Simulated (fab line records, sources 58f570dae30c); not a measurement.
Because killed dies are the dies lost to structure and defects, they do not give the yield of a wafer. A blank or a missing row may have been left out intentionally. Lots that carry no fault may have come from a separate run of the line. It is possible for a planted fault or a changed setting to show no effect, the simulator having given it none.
Check for tools in common + flow berkeley_cmos170 + 14 lots, 48 wafers sampled

== REASON FOR OPENING ==
2 of 14 lots carry a flag on the reading NSD_TW at UCB170_NSD_TW_MEAS_10. No-fault wafers: 4200, standard deviation 59.
Rule: a lot is flagged in two cases, either no wafer of it has a number, or all its wafers with numbers fall more than 4 standard deviations from that mean. As for the other lots, they are considered sound.

| lot  | measured     | on            | NSD_TW, wafer by wafer        | flag    |
|------|--------------|---------------|-------------------------------|---------|
| L200 | day 8 21:02  | film_metro-03 | 4138 4126 4148                |         |
| L199 | day 8 21:36  | film_metro-02 | 4136 4125 4119                |         |
| L203 | day 9 08:17  | film_metro-04 | 4301 4264 4296                |         |
| L202 | day 9 08:28  | film_metro-03 | 4182 4179 4194                |         |
| L204 | day 9 08:43  | film_metro-02 | 4108 4119 4112                |         |
| L205 | day 10 05:24 | film_metro-03 | 4178 4166 4154                |         |
| L206 | day 10 06:12 | film_metro-03 | 4135 4168 4178                |         |
| L207 | day 10 06:26 | film_metro-04 | 4252 4287 4275                |         |
| L209 | day 10 09:13 | film_metro-04 | 4229 4247 4255                |         |
| L211 | day 11 08:49 | film_metro-03 | 4526 4541 4510 4539 4500 4551 | FLAGGED |
| L213 | day 11 15:19 | film_metro-03 | 4533 4531 4545 4532 4537 4529 | FLAGGED |
| L214 | day 12 00:56 | film_metro-03 | 4160 4159 4164                |         |
| L219 | day 13 03:24 | film_metro-02 | 4184 4183 4179                |         |
| L220 | day 13 03:45 | film_metro-04 | 4249 4254 4253                |         |
Average over the flagged lots: 4531; offset from the usual +331, equal to +6 standard deviations.

== WHICH TOOL EACH LOT WENT THROUGH ==
3 process steps preceding the reading are held in the record, out of 331 steps in the route. Read each cell as the tool, then ch plus the chambers that the sampled wafers visited, then the start.
| lot  | flag    | UCB170_GATE_STRIP_16                 | UCB170_NSD_IMPLANT_08           | UCB170_NSD_STRIP_09                  |
|------|---------|--------------------------------------|---------------------------------|--------------------------------------|
| L200 |         | plasma_asher-01 ch 0,1, day 8 07:29  | implanter-04 ch 0, day 8 20:47  | plasma_asher-03 ch 0,1, day 8 20:56  |
| L199 |         | plasma_asher-03 ch 0,1, day 8 07:23  | implanter-04 ch 0, day 8 21:21  | plasma_asher-01 ch 0,1, day 8 21:30  |
| L203 |         | plasma_asher-03 ch 0,1, day 8 22:26  | implanter-04 ch 0, day 9 08:02  | plasma_asher-04 ch 0,1, day 9 08:11  |
| L202 |         | plasma_asher-04 ch 0,1, day 8 13:55  | implanter-02 ch 0, day 9 08:15  | plasma_asher-01 ch 0,1, day 9 08:23  |
| L204 |         | plasma_asher-04 ch 0,1, day 8 22:35  | implanter-03 ch 0, day 9 08:29  | plasma_asher-03 ch 0,1, day 9 08:37  |
| L205 |         | plasma_asher-04 ch 0, day 9 15:13    | implanter-02 ch 0, day 10 05:10 | plasma_asher-04 ch 0,1, day 10 05:17 |
| L206 |         | plasma_asher-04 ch 0,1, day 9 15:56  | implanter-03 ch 0, day 10 05:58 | plasma_asher-03 ch 0,1, day 10 06:05 |
| L207 |         | plasma_asher-01 ch 0,1, day 9 15:49  | implanter-02 ch 0, day 10 06:11 | plasma_asher-01 ch 0,1, day 10 06:20 |
| L209 |         | plasma_asher-01 ch 0,1, day 9 18:50  | implanter-02 ch 0, day 10 08:58 | plasma_asher-03 ch 0,1, day 10 09:07 |
| L211 | FLAGGED | plasma_asher-03 ch 0,1, day 10 16:56 | implanter-02 ch 0, day 11 08:34 | plasma_asher-03 ch 0,1, day 11 08:42 |
| L213 | FLAGGED | plasma_asher-04 ch 0,1, day 11 00:03 | implanter-02 ch 0, day 11 15:04 | plasma_asher-04 ch 0,1, day 11 15:12 |
| L214 |         | plasma_asher-04 ch 0,1, day 11 07:46 | implanter-03 ch 0, day 12 00:43 | plasma_asher-03 ch 0,1, day 12 00:50 |
| L219 |         | plasma_asher-04 ch 0,1, day 12 07:38 | implanter-03 ch 0, day 13 03:11 | plasma_asher-04 ch 0,1, day 13 03:19 |
| L220 |         | plasma_asher-01 ch 0, day 12 07:56   | implanter-03 ch 0, day 13 03:31 | plasma_asher-04 ch 0,1, day 13 03:38 |
These steps, and what they do:
- UCB170_GATE_STRIP_16: strips in O2.
- UCB170_NSD_IMPLANT_08
- UCB170_NSD_STRIP_09: strips in O2.
- UCB170_NSD_TW_MEAS_10

== FLAGGED OVER TOTAL, TOOL BY TOOL (the gauges that took the reading come last) ==
| step                  | tool            | lots run | flagged | share of the flagged lots | sound lots run after its first flagged lot |
|-----------------------|-----------------|----------|---------|---------------------------|--------------------------------------------|
| UCB170_GATE_STRIP_16  | plasma_asher-01 | 4        | 0       | none                      | -                                          |
| UCB170_GATE_STRIP_16  | plasma_asher-03 | 3        | 1       | some                      | 0                                          |
| UCB170_GATE_STRIP_16  | plasma_asher-04 | 7        | 1       | some                      | 2 (L214,L219)                              |
| UCB170_NSD_IMPLANT_08 | implanter-02    | 6        | 2       | all                       | 0                                          |
| UCB170_NSD_IMPLANT_08 | implanter-03    | 5        | 0       | none                      | -                                          |
| UCB170_NSD_IMPLANT_08 | implanter-04    | 3        | 0       | none                      | -                                          |
| UCB170_NSD_STRIP_09   | plasma_asher-01 | 3        | 0       | none                      | -                                          |
| UCB170_NSD_STRIP_09   | plasma_asher-03 | 6        | 1       | some                      | 1 (L214)                                   |
| UCB170_NSD_STRIP_09   | plasma_asher-04 | 5        | 1       | some                      | 2 (L219,L220)                              |
| UCB170_NSD_TW_MEAS_10 | film_metro-02   | 3        | 0       | none                      | -                                          |
| UCB170_NSD_TW_MEAS_10 | film_metro-03   | 7        | 2       | all                       | 1 (L214)                                   |
| UCB170_NSD_TW_MEAS_10 | film_metro-04   | 4        | 0       | none                      | -                                          |

== WHAT THE TABLE ALLOWS ==
In 2 table rows, all flagged lots were run: implanter-02 (UCB170_NSD_IMPLANT_08), film_metro-03 (UCB170_NSD_TW_MEAS_10).
- implanter-02 at UCB170_NSD_IMPLANT_08 ran 6 lots, 2 of them flagged. Its last sound lot is L209 (day 10 08:58), its first flagged lot L211 (day 11 08:34): a fault that began between those two fits. Its own readings lie more than 4 standard deviations out on every wafer of the flagged lots: beam_energy_keV.
- film_metro-03 at UCB170_NSD_TW_MEAS_10 ran 7 lots, 2 of them flagged. Lots that were sound ran on it after the first flagged one (L214); a persistent fault on the entire tool would not allow that.
Left over: one tool, implanter-02 at UCB170_NSD_IMPLANT_08.

== WHAT THE SIMULATOR PUT IN ==
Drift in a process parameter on implanter-02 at UCB170_NSD_IMPLANT_08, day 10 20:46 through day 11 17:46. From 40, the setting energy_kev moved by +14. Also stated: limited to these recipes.
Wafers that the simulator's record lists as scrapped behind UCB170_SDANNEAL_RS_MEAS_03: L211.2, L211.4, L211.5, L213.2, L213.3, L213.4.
Shown lots that were struck: L211, L213. Same finding as the rule above.
